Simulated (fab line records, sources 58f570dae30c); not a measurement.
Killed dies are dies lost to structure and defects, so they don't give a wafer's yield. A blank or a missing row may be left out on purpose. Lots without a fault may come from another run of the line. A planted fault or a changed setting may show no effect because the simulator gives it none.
Which tool did it? | flow berkeley_cmos170 | 14 lots, 42 wafers sampled, at 6 steps of a route of 331

WHAT THE GAUGES READ, wafer by wafer
UCB170_V1_OVL_MEAS_13. Usual: V1_OVL 3 nm, standard deviation 4.9.
lot  | measured     | on         | V1_OVL (nm) | flag
L486 | day 8 04:29  | overlay-02 | 4 2 6       |
L485 | day 8 04:56  | overlay-02 | 11 3 4      |
L489 | day 8 20:53  | overlay-01 | 2 2 5       |
L487 | day 8 21:17  | overlay-01 | -2 -5 -5    |
L492 | day 9 15:14  | overlay-02 | -3 -2 -3    |
L493 | day 9 15:30  | overlay-02 | 0 2 -7      |
L496 | day 10 02:04 | overlay-02 | -7 4 2      |
L501 | day 10 19:55 | overlay-02 | -5 -5 1     |
L500 | day 10 20:26 | overlay-02 | 3 -1 10     |
L502 | day 11 09:26 | overlay-01 | 3 6 6       |
L503 | day 11 21:12 | overlay-02 | 4 -8 4      |
L504 | day 11 21:16 | overlay-01 | -3 -2 -1    |
L506 | day 11 23:30 | overlay-01 | 7 4 6       |
L507 | day 12 03:48 | overlay-01 | -6 1 0      |

UCB170_V1_CD_MEAS_90: target cd 700 nm. Usual: cd_nm 700.2 nm, standard deviation 1.5.
lot  | measured     | on        | cd_nm (nm)        | flag
L486 | day 8 04:47  | cd_sem-01 | 699.6 700.4 700.2 |
L485 | day 8 05:16  | cd_sem-02 | 700.1 701.1 700.6 |
L489 | day 8 21:18  | cd_sem-01 | 699.9 700.2 699.4 |
L487 | day 8 21:36  | cd_sem-01 | 704.2 703.7 703.9 |
L492 | day 9 15:40  | cd_sem-01 | 701.2 700.1 700.6 |
L493 | day 9 15:59  | cd_sem-01 | 700.6 699.6 700.6 |
L496 | day 10 02:26 | cd_sem-02 | 697.8 699.5 698.4 |
L501 | day 10 20:14 | cd_sem-01 | 701.3 701.5 700.9 |
L500 | day 10 20:47 | cd_sem-02 | 700.7 701.6 700.8 |
L502 | day 11 09:46 | cd_sem-02 | 698.4 699.2 698.2 |
L503 | day 11 21:33 | cd_sem-01 | 701.2 698.0 699.7 |
L504 | day 11 21:36 | cd_sem-02 | 701.0 701.0 701.0 |
L506 | day 11 23:49 | cd_sem-02 | 699.9 700.6 701.5 |
L507 | day 12 04:10 | cd_sem-02 | 702.6 701.2 701.2 |

UCB170_M3_RS_MEAS_02: measures by four-point-probe. Usual: M3_AL_RS 0.0322 ohm/sq, standard deviation 0.00037.
lot  | measured     | on            | M3_AL_RS (ohm/sq)    | flag
L486 | day 8 12:10  | film_metro-01 | 0.0323 0.0324 0.0323 |
L485 | day 8 11:59  | film_metro-02 | 0.0326 0.0323 0.0325 |
L489 | day 9 03:29  | film_metro-02 | 0.0322 0.0323 0.0323 |
L487 | day 9 06:33  | film_metro-02 | 0.0325 0.0325 0.0326 |
L492 | day 9 21:36  | film_metro-03 | 0.0320 0.0317 0.0315 |
L493 | day 9 21:48  | film_metro-02 | 0.0302 0.0302 0.0304 | OFF
L496 | day 10 08:16 | film_metro-03 | 0.0311 0.0308 0.0308 | OFF
L501 | day 11 02:47 | film_metro-03 | 0.0324 0.0324 0.0326 |
L500 | day 11 03:22 | film_metro-01 | 0.0325 0.0326 0.0328 |
L502 | day 11 16:20 | film_metro-01 | 0.0326 0.0326 0.0323 |
L503 | day 12 04:07 | film_metro-03 | 0.0320 0.0318 0.0321 |
L504 | day 12 04:30 | film_metro-01 | 0.0323 0.0321 0.0321 |
L506 | day 12 05:35 | film_metro-02 | 0.0322 0.0324 0.0322 |
L507 | day 12 11:02 | film_metro-02 | 0.0318 0.0319 0.0316 |

UCB170_M3_THK_MEAS_03: measures by xrf. Usual: M3_AL_THK 907 nm, standard deviation 11.
lot  | measured     | on            | M3_AL_THK (nm) | flag
L486 | day 8 12:17  | film_metro-01 | 915 907 912    |
L485 | day 8 12:05  | film_metro-02 | 902 910 910    |
L489 | day 9 03:35  | film_metro-02 | 910 905 912    |
L487 | day 9 06:40  | film_metro-02 | 901 902 900    |
L492 | day 9 21:42  | film_metro-03 | 906 922 922    |
L493 | day 9 21:55  | film_metro-02 | 975 976 965    | OFF
L496 | day 10 08:22 | film_metro-03 | 937 942 944    | OFF
L501 | day 11 02:54 | film_metro-03 | 892 896 891    |
L500 | day 11 03:28 | film_metro-01 | 903 903 897    |
L502 | day 11 16:26 | film_metro-01 | 900 905 911    |
L503 | day 12 04:13 | film_metro-03 | 901 911 903    |
L504 | day 12 04:36 | film_metro-01 | 915 915 912    |
L506 | day 12 05:42 | film_metro-02 | 913 908 910    |
L507 | day 12 11:10 | film_metro-02 | 921 920 926    |

WHICH TOOL RAN EACH LOT (tool, then ch and the chambers of the sampled wafers, then the start)
lot  | UCB170_V2_CMP_02              | UCB170_M3_SPUTTER_01
L486 | cmp-02 ch 0,1, day 8 09:20    | pvd_sputter-02, day 8 12:05
L485 | cmp-01 ch 0,1,2, day 8 09:08  | pvd_sputter-04, day 8 11:53
L489 | cmp-01 ch 0,1,2, day 9 01:19  | pvd_sputter-04, day 9 03:23
L487 | cmp-02 ch 2,3, day 9 01:34    | pvd_sputter-03, day 9 06:28
L492 | cmp-01 ch 0,3, day 9 18:45    | pvd_sputter-03, day 9 21:29
L493 | cmp-01 ch 0,1,2, day 9 19:18  | pvd_sputter-02, day 9 21:43
L496 | cmp-01 ch 1,2, day 10 05:49   | pvd_sputter-02, day 10 08:10
L501 | cmp-01 ch 0,2,3, day 11 00:20 | pvd_sputter-04, day 11 02:42
L500 | cmp-01 ch 0,3, day 11 01:05   | pvd_sputter-04, day 11 03:15
L502 | cmp-01 ch 0,1,2, day 11 13:57 | pvd_sputter-04, day 11 16:13
L503 | cmp-01 ch 0,1,2, day 12 01:31 | pvd_sputter-03, day 12 03:59
L504 | cmp-02 ch 0,2,3, day 12 01:41 | pvd_sputter-04, day 12 04:23
L506 | cmp-01 ch 1,2, day 12 03:16   | pvd_sputter-03, day 12 05:30
L507 | cmp-02 ch 0,2, day 12 08:08   | pvd_sputter-03, day 12 10:57
- UCB170_V2_CMP_02: polishes SiO2.
- UCB170_M3_SPUTTER_01: material Al, target thk 900 nm, time 120 s.

WHAT THE TOOLS THEMSELVES READ (means of the sampled wafers that have a number; where no wafer has one, the mark that the record gives instead)
UCB170_V2_CMP_02. Usual: motor_current_A 16.4 A, standard deviation 0.91; platen_rpm 60.00 rpm, standard deviation 0.038.
lot  | tool   | motor_current_A (A) | platen_rpm (rpm) | flag
L486 | cmp-02 | 16.2                | 60.01            |
L485 | cmp-01 | 16.8                | 60.02            |
L489 | cmp-01 | 17.0                | 59.98            |
L487 | cmp-02 | 15.5                | 59.99            |
L492 | cmp-01 | 16.3                | 60.01            |
L493 | cmp-01 | 16.4                | 60.00            |
L496 | cmp-01 | 16.6                | 59.98            |
L501 | cmp-01 | 16.5                | 60.01            |
L500 | cmp-01 | 16.2                | 60.01            |
L502 | cmp-01 | 16.7                | 59.97            |
L503 | cmp-01 | 17.4                | 59.99            |
L504 | cmp-02 | 16.5                | 60.03            |
L506 | cmp-01 | 16.9                | 60.02            |
L507 | cmp-02 | 16.7                | 59.98            |

UCB170_M3_SPUTTER_01. Usual: throttle_valve_pct 30.0 %, standard deviation 0.98.
lot  | tool           | throttle_valve_pct (%) | flag
L486 | pvd_sputter-02 | 30.4                   |
L485 | pvd_sputter-04 | 29.4                   |
L489 | pvd_sputter-04 | 30.2                   |
L487 | pvd_sputter-03 | 29.9                   |
L492 | pvd_sputter-03 | 29.5                   |
L493 | pvd_sputter-02 | 30.5                   |
L496 | pvd_sputter-02 | 30.1                   |
L501 | pvd_sputter-04 | 30.3                   |
L500 | pvd_sputter-04 | 29.4                   |
L502 | pvd_sputter-04 | 29.4                   |
L503 | pvd_sputter-03 | 29.7                   |
L504 | pvd_sputter-04 | 29.2                   |
L506 | pvd_sputter-03 | 30.0                   |
L507 | pvd_sputter-03 | 30.2                   |

THE ANSWER, worked out from the rows above alone
Rule: a lot is off if the mean of its wafers that have a number lies more than 3 standard deviations from the usual mean. A lot without any number at a reading at which 4 lots or more have one is off too. The other lots that the step has rows for count as sound. The gauges are gone through in route order, then the tools' own readings, and for those a lot's mean is taken as printed above. The first step at which some lot is off is used, and at that step the reading that is off furthest; a lot without a number counts as furthest.
Off: L493, L496, at UCB170_M3_RS_MEAS_02 (M3_AL_RS).
A tool fits if, at a process step before that reading, it ran every lot that is off, and no sound lot after the first of them. The gauges at UCB170_M3_RS_MEAS_02 are tried like those tools. One fits: pvd_sputter-02 at UCB170_M3_SPUTTER_01. Its last sound lot is L486 (day 8 12:05), its first lot that is off L493 (day 9 21:43): a fault that began between those two fits.

WHAT THE SIMULATOR HAD PUT IN
Process parameter drift: pvd_sputter-02, from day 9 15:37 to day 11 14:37, at UCB170_M3_SPUTTER_01. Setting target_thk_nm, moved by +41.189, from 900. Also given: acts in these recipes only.
Lots struck among those shown: L493, L496. The rule above found the same.
